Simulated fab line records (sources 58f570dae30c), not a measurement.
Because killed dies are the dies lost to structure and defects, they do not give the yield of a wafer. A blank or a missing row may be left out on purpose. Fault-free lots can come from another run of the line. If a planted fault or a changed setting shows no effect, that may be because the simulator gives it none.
Lot-split experiment || flow berkeley cmos170 || on a route of 331 steps: 5 lots, 23 wafers read

SPLIT DETAILS
At UCB170_ACTIVE_COAT_08 (resist thk 900 nm), the setting resist thk nm was moved away from the recipe's 900 nm on 10 of the 23 wafers read, by -3.4% to +5.9%. This setting was run at the recipe's value on the other wafers.

The split's own step is where the reading is taken.

THE READING
KrF_of_ACTIVE_COAT_08.thk nm (the simulator's own value, which no gauge read), in nm, at UCB170_ACTIVE_COAT_08 (resist thk 900 nm). The file does not state a usual value for it. Across the 13 wafers here that went through the recipe, the average is 899.9 nm and the standard deviation 1.3 nm.

{"wafer": "L075.1", "tool, chamber at the split": "litho track-04, 0", "resist thk nm as run, nm": 900, "against the recipe": "recipe", "KrF_of_ACTIVE_COAT_08.thk nm, nm": 899.6, "against lot-mates on the recipe": "-"}
{"wafer": "L075.2", "tool, chamber at the split": "litho track-04, 0", "resist thk nm as run, nm": 900, "against the recipe": "recipe", "KrF_of_ACTIVE_COAT_08.thk nm, nm": 900.8, "against lot-mates on the recipe": "-"}
{"wafer": "L075.3", "tool, chamber at the split": "litho track-04, 0", "resist thk nm as run, nm": 869.1, "against the recipe": "-3.4%", "KrF_of_ACTIVE_COAT_08.thk nm, nm": 874, "against lot-mates on the recipe": -26.1}
{"wafer": "L075.4", "tool, chamber at the split": "litho track-04, 0", "resist thk nm as run, nm": 869.1, "against the recipe": "-3.4%", "KrF_of_ACTIVE_COAT_08.thk nm, nm": 869.9, "against lot-mates on the recipe": -30.2}
{"wafer": "L075.5", "tool, chamber at the split": "litho track-04, 0", "resist thk nm as run, nm": 900, "against the recipe": "recipe", "KrF_of_ACTIVE_COAT_08.thk nm, nm": 899.8, "against lot-mates on the recipe": "-"}
{"wafer": "L080.1", "tool, chamber at the split": "litho track-02, 0", "resist thk nm as run, nm": 929.8, "against the recipe": "+3.3%", "KrF_of_ACTIVE_COAT_08.thk nm, nm": 929.7, "against lot-mates on the recipe": "+31.9"}
{"wafer": "L080.2", "tool, chamber at the split": "litho track-02, 0", "resist thk nm as run, nm": 900, "against the recipe": "recipe", "KrF_of_ACTIVE_COAT_08.thk nm, nm": 898.5, "against lot-mates on the recipe": "-"}
{"wafer": "L080.4", "tool, chamber at the split": "litho track-02, 0", "resist thk nm as run, nm": 929.8, "against the recipe": "+3.3%", "KrF_of_ACTIVE_COAT_08.thk nm, nm": 928.1, "against lot-mates on the recipe": "+30.3"}
{"wafer": "L080.5", "tool, chamber at the split": "litho track-02, 0", "resist thk nm as run, nm": 900, "against the recipe": "recipe", "KrF_of_ACTIVE_COAT_08.thk nm, nm": 897.1, "against lot-mates on the recipe": "-"}
{"wafer": "L080.6", "tool, chamber at the split": "litho track-02, 0", "resist thk nm as run, nm": 929.8, "against the recipe": "+3.3%", "KrF_of_ACTIVE_COAT_08.thk nm, nm": 926.4, "against lot-mates on the recipe": "+28.6"}
{"wafer": "L081.3", "tool, chamber at the split": "litho track-03, 0", "resist thk nm as run, nm": 900, "against the recipe": "recipe", "KrF_of_ACTIVE_COAT_08.thk nm, nm": 900.6, "against lot-mates on the recipe": "-"}
{"wafer": "L081.5", "tool, chamber at the split": "litho track-03, 0", "resist thk nm as run, nm": 900, "against the recipe": "recipe", "KrF_of_ACTIVE_COAT_08.thk nm, nm": 901.6, "against lot-mates on the recipe": "-"}
{"wafer": "L081.6", "tool, chamber at the split": "litho track-03, 0", "resist thk nm as run, nm": 900, "against the recipe": "recipe", "KrF_of_ACTIVE_COAT_08.thk nm, nm": 899.7, "against lot-mates on the recipe": "-"}
{"wafer": "L084.1", "tool, chamber at the split": "litho track-03, 0", "resist thk nm as run, nm": 900, "against the recipe": "recipe", "KrF_of_ACTIVE_COAT_08.thk nm, nm": 900.3, "against lot-mates on the recipe": "-"}
{"wafer": "L084.3", "tool, chamber at the split": "litho track-03, 0", "resist thk nm as run, nm": 953.2, "against the recipe": "+5.9%", "KrF_of_ACTIVE_COAT_08.thk nm, nm": 953.7, "against lot-mates on the recipe": "+52.7"}
{"wafer": "L084.4", "tool, chamber at the split": "litho track-03, 0", "resist thk nm as run, nm": 953.2, "against the recipe": "+5.9%", "KrF_of_ACTIVE_COAT_08.thk nm, nm": 953.2, "against lot-mates on the recipe": "+52.2"}
{"wafer": "L084.5", "tool, chamber at the split": "litho track-03, 0", "resist thk nm as run, nm": 953.2, "against the recipe": "+5.9%", "KrF_of_ACTIVE_COAT_08.thk nm, nm": 953, "against lot-mates on the recipe": "+52.0"}
{"wafer": "L084.6", "tool, chamber at the split": "litho track-03, 0", "resist thk nm as run, nm": 900, "against the recipe": "recipe", "KrF_of_ACTIVE_COAT_08.thk nm, nm": 901.7, "against lot-mates on the recipe": "-"}
{"wafer": "L083.1", "tool, chamber at the split": "litho track-02, 0", "resist thk nm as run, nm": 900, "against the recipe": "recipe", "KrF_of_ACTIVE_COAT_08.thk nm, nm": 900, "against lot-mates on the recipe": "-"}
{"wafer": "L083.2", "tool, chamber at the split": "litho track-02, 0", "resist thk nm as run, nm": 900, "against the recipe": "recipe", "KrF_of_ACTIVE_COAT_08.thk nm, nm": 901.1, "against lot-mates on the recipe": "-"}
{"wafer": "L083.3", "tool, chamber at the split": "litho track-02, 0", "resist thk nm as run, nm": 900, "against the recipe": "recipe", "KrF_of_ACTIVE_COAT_08.thk nm, nm": 898.5, "against lot-mates on the recipe": "-"}
{"wafer": "L083.4", "tool, chamber at the split": "litho track-02, 0", "resist thk nm as run, nm": 920.3, "against the recipe": "+2.3%", "KrF_of_ACTIVE_COAT_08.thk nm, nm": 921.7, "against lot-mates on the recipe": "+21.8"}
{"wafer": "L083.6", "tool, chamber at the split": "litho track-02, 0", "resist thk nm as run, nm": 920.3, "against the recipe": "+2.3%", "KrF_of_ACTIVE_COAT_08.thk nm, nm": 918.3, "against lot-mates on the recipe": "+18.4"}

FIT RESULTS
A straight line over all 23 wafers: KrF_of_ACTIVE_COAT_08.thk nm changes by +8.75 nm for each +1% of resist thk nm; r = +1.00; the points scatter about the line by 1.7 nm.
The same after taking each lot's own level away (the mean of its wafers on the recipe; 23 wafers): +8.75 nm for each +1%; r = +1.00; scatter 1.3 nm.
On that fit, the largest move of resist thk nm shifts the reading by 52 nm.
The lots' own levels span 897.80 to 901.00 nm, that is 2.5 times the standard deviation above.
The two slopes are in agreement: the lot-to-lot level therefore moves the slope only a little.
Check: for one of the wafers moved furthest among these (+5.9%), held out of the fit, the line's prediction against its lot-mates is +52 nm. It came out at +52.7 nm against them.

THESE WAFERS: OTHER SPLITS
Note: prior to the reading, these wafers also went through further splits. Each is held against what the fit with the lots' levels taken away leaves over:
{"other split on the same wafers": "UCB170_NWELL_CVD_04 time s", "wafers away from the commonest value": 15, "r with KrF_of_ACTIVE_COAT_08.thk nm (lot level and that fit taken away)": "+0.10"}
{"other split on the same wafers": "UCB170_NWELL_IMPLANT_14 energy kev", "wafers away from the commonest value": 10, "r with KrF_of_ACTIVE_COAT_08.thk nm (lot level and that fit taken away)": "+0.01"}
{"other split on the same wafers": "UCB170_PWELL_OXIDATION_02 temp c", "wafers away from the commonest value": 15, "r with KrF_of_ACTIVE_COAT_08.thk nm (lot level and that fit taken away)": -0.05}
{"other split on the same wafers": "UCB170_PWELL_PEB_11 peb temp c", "wafers away from the commonest value": 5, "r with KrF_of_ACTIVE_COAT_08.thk nm (lot level and that fit taken away)": "+0.05"}

THE WHOLE CHAIN: every reading that the file lists as answering this split, in the file's order
{"step": "UCB170_ACTIVE_COAT_08", "what it does": "resist thk 900 nm", "reading": "KrF_of_ACTIVE_COAT_08.thk nm (the simulator's own value, which no gauge read)", "change (the file's fit)": "+8.78 nm for each +1% of the setting", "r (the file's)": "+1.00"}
{"step": "UCB170_ACTIVE_STRIP_16", "what it does": "strips in O2", "reading": "strip time to endpoint s", "change (the file's fit)": "withheld for each +1% of the setting", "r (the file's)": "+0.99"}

FILE'S OWN FIT
KrF_of_ACTIVE_COAT_08.thk nm changes by +8.78 nm for each +1% of resist thk nm, r = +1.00.
